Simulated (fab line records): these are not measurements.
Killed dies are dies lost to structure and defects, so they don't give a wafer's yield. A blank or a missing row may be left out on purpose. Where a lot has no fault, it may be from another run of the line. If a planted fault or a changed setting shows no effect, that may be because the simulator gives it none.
One fault through the eyes of 2 desks | flow berkeley_cmos170 | what lay behind the numbers comes last; until then each desk has only its own

== DESK OF THE TOOL OWNER: implanter-03 ==
UCB170_NSD_IMPLANT_08, tool's own readings: per-lot mean of the sampled wafers with a number, covering each lot this tool ran. A lot is out of limits, marked OUT, if its mean lies more than 4 standard deviations from the usual mean; the brackets give that distance.
Columns: A = dose_ions_cm2 at UCB170_NSD_IMPLANT_08, usual 2.9994e+15; B = end_station_pressure_torr at UCB170_NSD_IMPLANT_08, usual 1.27e-05 Torr; C = faraday_current_uA at UCB170_NSD_IMPLANT_08, usual 9260
lot  | first seen here | A                            | B                   | C
L843 | day 7 03:57     | 2.9998e+15                   | 1.31e-05            | 9283
L846 | day 7 15:32     | 3.0003e+15                   | 1.23e-05            | 9262
L851 | day 9 09:33     | 2.0998e+15 (-99 or more) OUT | 1.05e-05 (-4.0) OUT | 6606 (-15) OUT
L854 | day 9 22:29     | 2.1003e+15 (-99 or more) OUT | 1.04e-05 (-4.1) OUT | 6489 (-15) OUT
This desk finds L851, L854 out of limits, L851 being first, at day 9 09:33 (dose_ions_cm2 at UCB170_NSD_IMPLANT_08). Within limits: L843, L846.

== THE METROLOGY DESK ==
Means of the sampled wafers that have a number, per lot and without regard to the tool the lot ran on: this is what the gauges read. A lot is out of limits, marked OUT, if its mean lies more than 4 standard deviations from the usual mean; the brackets give that distance.
Columns: A = NSD_TW at UCB170_NSD_TW_MEAS_10, usual 4214; B = NSD_RS at UCB170_SDANNEAL_RS_MEAS_03, usual 37.28 ohm/sq; C = V1_OVL at UCB170_V1_OVL_MEAS_13, usual 4 nm
lot  | first seen here | A    | B               | C
L842 | day 7 03:20     | 4231 | 37.54           | 4
L841 | day 7 03:50     | 4168 | 37.29           | -3
L843 | day 7 04:10     | 4240 | 37.26           | 15
L845 | day 7 15:19     | 4166 | 37.25           | 5
L844 | day 7 15:32     | 4248 | 37.14           | 4
L846 | day 7 15:46     | 4236 | 37.41           | 8
L851 | day 9 09:47     | 4083 | 45.29 (+80) OUT | -1
L854 | day 9 22:44     | 4069 | 45.31 (+80) OUT | -1
L856 | day 10 04:19    | 4246 | 37.10           | -2
L857 | day 10 04:34    | 4235 | 37.27           | 4
L859 | day 10 08:52    | 4245 | 37.26           | 7
L860 | day 10 09:11    | 4253 | 37.25           | 5
L861 | day 11 07:45    | 4129 | 37.11           | 5
L864 | day 12 00:22    | 4229 | 37.19           | 3
Per this desk, out of limits: L851, L854; the first was L851, day 9 11:44 (NSD_RS at UCB170_SDANNEAL_RS_MEAS_03). Within limits: L842, L841, L843, L845, L844, L846, L856, L857, L859, L860, L861, L864.

== PUT TOGETHER ==
On L851, L854, at day 9 09:33, an alarm was possible from the tool owner's desk.
An alarm was possible from the metrology desk at day 9 11:44, on L851, L854.
On implanter-03, each named lot ran UCB170_NSD_IMPLANT_08.

== WHAT THE SIMULATOR PUT IN ==
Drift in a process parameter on implanter-03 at UCB170_NSD_IMPLANT_08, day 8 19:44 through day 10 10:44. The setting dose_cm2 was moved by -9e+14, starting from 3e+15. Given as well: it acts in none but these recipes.
Lots struck among those shown: L851, L854.
Hours from the fault's start to each desk's first reading out of limits: the tool owner's desk, 14; the metrology desk, 16.
